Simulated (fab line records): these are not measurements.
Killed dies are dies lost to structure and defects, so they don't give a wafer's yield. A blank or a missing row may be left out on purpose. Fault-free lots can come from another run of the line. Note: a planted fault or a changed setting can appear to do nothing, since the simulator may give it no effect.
Split-lot study :: flow rit cmos :: route with 202 steps; 5 lots, 23 wafers read

## ON THE SPLIT
At RIT_M1_EXPOSE_06 (exposes mask M12, target cd 2600 nm), the setting dose mj was moved away from the recipe's 250 on 5 of the 23 wafers read, by -6.8% to -3.2%. For the rest of the wafers, this setting stayed at what the recipe calls for.

## FROM THE SPLIT TO THE READING: what the file shows between them, 2 steps
- RIT_M1_PEB_07
- RIT_M1_DEVELOP_08: develop time 68 s

## THE READING
cd nm, in nm, at RIT_M1_CD_MEAS_09 (target cd 2600 nm). On this fab line, fault-free wafers typically give 2600.6 nm with a standard deviation of 1.9 nm.

wafer: L075.3
tool, chamber at the split: iline stepper-02, 0
dose mj as run: 250
against the recipe: recipe
cd nm, nm: 2601.5
against lot-mates on the recipe: -

wafer: L075.4
tool, chamber at the split: iline stepper-02, 0
dose mj as run: 250
against the recipe: recipe
cd nm, nm: 2602.0
against lot-mates on the recipe: -

wafer: L075.5
tool, chamber at the split: iline stepper-02, 0
dose mj as run: 250
against the recipe: recipe
cd nm, nm: 2600.3
against lot-mates on the recipe: -

wafer: L077.1
tool, chamber at the split: iline stepper-01, 0
dose mj as run: 242
against the recipe: -3.2%
cd nm, nm: 2609.4
against lot-mates on the recipe: +7.9

wafer: L077.2
tool, chamber at the split: iline stepper-01, 0
dose mj as run: 250
against the recipe: recipe
cd nm, nm: 2600.9
against lot-mates on the recipe: -

wafer: L077.3
tool, chamber at the split: iline stepper-01, 0
dose mj as run: 242
against the recipe: -3.2%
cd nm, nm: 2611.4
against lot-mates on the recipe: +9.9

wafer: L077.4
tool, chamber at the split: iline stepper-01, 0
dose mj as run: 250
against the recipe: recipe
cd nm, nm: 2602.1
against lot-mates on the recipe: -

wafer: L077.6
tool, chamber at the split: iline stepper-01, 0
dose mj as run: 242
against the recipe: -3.2%
cd nm, nm: 2609.7
against lot-mates on the recipe: +8.2

wafer: L078.1
tool, chamber at the split: iline stepper-02, 0
dose mj as run: 250
against the recipe: recipe
cd nm, nm: 2600.7
against lot-mates on the recipe: -

wafer: L078.3
tool, chamber at the split: iline stepper-02, 0
dose mj as run: 250
against the recipe: recipe
cd nm, nm: 2598.9
against lot-mates on the recipe: -

wafer: L078.4
tool, chamber at the split: iline stepper-02, 0
dose mj as run: 233.1
against the recipe: -6.8%
cd nm, nm: 2619.6
against lot-mates on the recipe: +19.8

wafer: L078.5
tool, chamber at the split: iline stepper-02, 0
dose mj as run: 250
against the recipe: recipe
cd nm, nm: 2599.8
against lot-mates on the recipe: -

wafer: L078.6
tool, chamber at the split: iline stepper-02, 0
dose mj as run: 233.1
against the recipe: -6.8%
cd nm, nm: 2617.9
against lot-mates on the recipe: +18.1

wafer: L080.1
tool, chamber at the split: iline stepper-01, 0
dose mj as run: 250
against the recipe: recipe
cd nm, nm: 2604.1
against lot-mates on the recipe: -

wafer: L080.2
tool, chamber at the split: iline stepper-01, 0
dose mj as run: 250
against the recipe: recipe
cd nm, nm: 2603.6
against lot-mates on the recipe: -

wafer: L080.4
tool, chamber at the split: iline stepper-01, 0
dose mj as run: 250
against the recipe: recipe
cd nm, nm: 2602.0
against lot-mates on the recipe: -

wafer: L080.5
tool, chamber at the split: iline stepper-01, 0
dose mj as run: 250
against the recipe: recipe
cd nm, nm: 2603.2
against lot-mates on the recipe: -

wafer: L080.6
tool, chamber at the split: iline stepper-01, 0
dose mj as run: 250
against the recipe: recipe
cd nm, nm: 2600.6
against lot-mates on the recipe: -

wafer: L083.1
tool, chamber at the split: iline stepper-01, 0
dose mj as run: 250
against the recipe: recipe
cd nm, nm: 2599.8
against lot-mates on the recipe: -

wafer: L083.2
tool, chamber at the split: iline stepper-01, 0
dose mj as run: 250
against the recipe: recipe
cd nm, nm: 2601.1
against lot-mates on the recipe: -

wafer: L083.3
tool, chamber at the split: iline stepper-01, 0
dose mj as run: 250
against the recipe: recipe
cd nm, nm: 2600.2
against lot-mates on the recipe: -

wafer: L083.4
tool, chamber at the split: iline stepper-01, 0
dose mj as run: 250
against the recipe: recipe
cd nm, nm: 2599.7
against lot-mates on the recipe: -

wafer: L083.5
tool, chamber at the split: iline stepper-01, 0
dose mj as run: 250
against the recipe: recipe
cd nm, nm: 2600.1
against lot-mates on the recipe: -

FIT RESULTS
A straight line over all 23 wafers: cd nm changes by -2.65 nm for each +1% of dose mj; r = -0.97; the points scatter about the line by 1.4 nm.
The same after taking each lot's own level away (the mean of its wafers on the recipe; 23 wafers): -2.78 nm for each +1%; r = -0.99; scatter 0.9 nm.
That fit puts the effect of the largest move of dose mj on the reading at 19 nm.
The lots' own levels span 2599.80 to 2602.70 nm, that is 1.5 times the standard deviation above.
The two slopes agree, so the slope changes little with the lot-to-lot level.
Check: for one of the wafers moved furthest among these (-6.8%), held out of the fit, the line's prediction against its lot-mates is +18.2 nm. Against them it came out at +19.8 nm.

## THE OTHER SPLITS THESE WAFERS WENT THROUGH
Before the reading, these wafers also passed through other splits. Each is held against what the fit with the lots' levels taken away leaves over:
other split on the same wafers: RIT_ACTIVE_CVD_03 time s
wafers away from the commonest value: 15
r with cd nm (lot level and that fit taken away): -0.01

other split on the same wafers: RIT_ACTIVE_ETCH_13 rf w
wafers away from the commonest value: 7
r with cd nm (lot level and that fit taken away): +0.00

other split on the same wafers: RIT_GATE_DEVELOP_15 develop time s
wafers away from the commonest value: 11
r with cd nm (lot level and that fit taken away): +0.07

other split on the same wafers: RIT_GATE_ETCH_19 rf w
wafers away from the commonest value: 7
r with cd nm (lot level and that fit taken away): -0.19

other split on the same wafers: RIT_SPACER_CVD_03 pressure mtorr
wafers away from the commonest value: 15
r with cd nm (lot level and that fit taken away): -0.05

other split on the same wafers: RIT_NSD_IMPLANT_08 energy kev
wafers away from the commonest value: 6
r with cd nm (lot level and that fit taken away): -0.24

other split on the same wafers: RIT_CONTACT_COAT_03 resist thk nm
wafers away from the commonest value: 7
r with cd nm (lot level and that fit taken away): -0.35

## THE FILE'S OWN FIT
cd nm changes by -2.78 nm for each +1% of dose mj, r = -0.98.
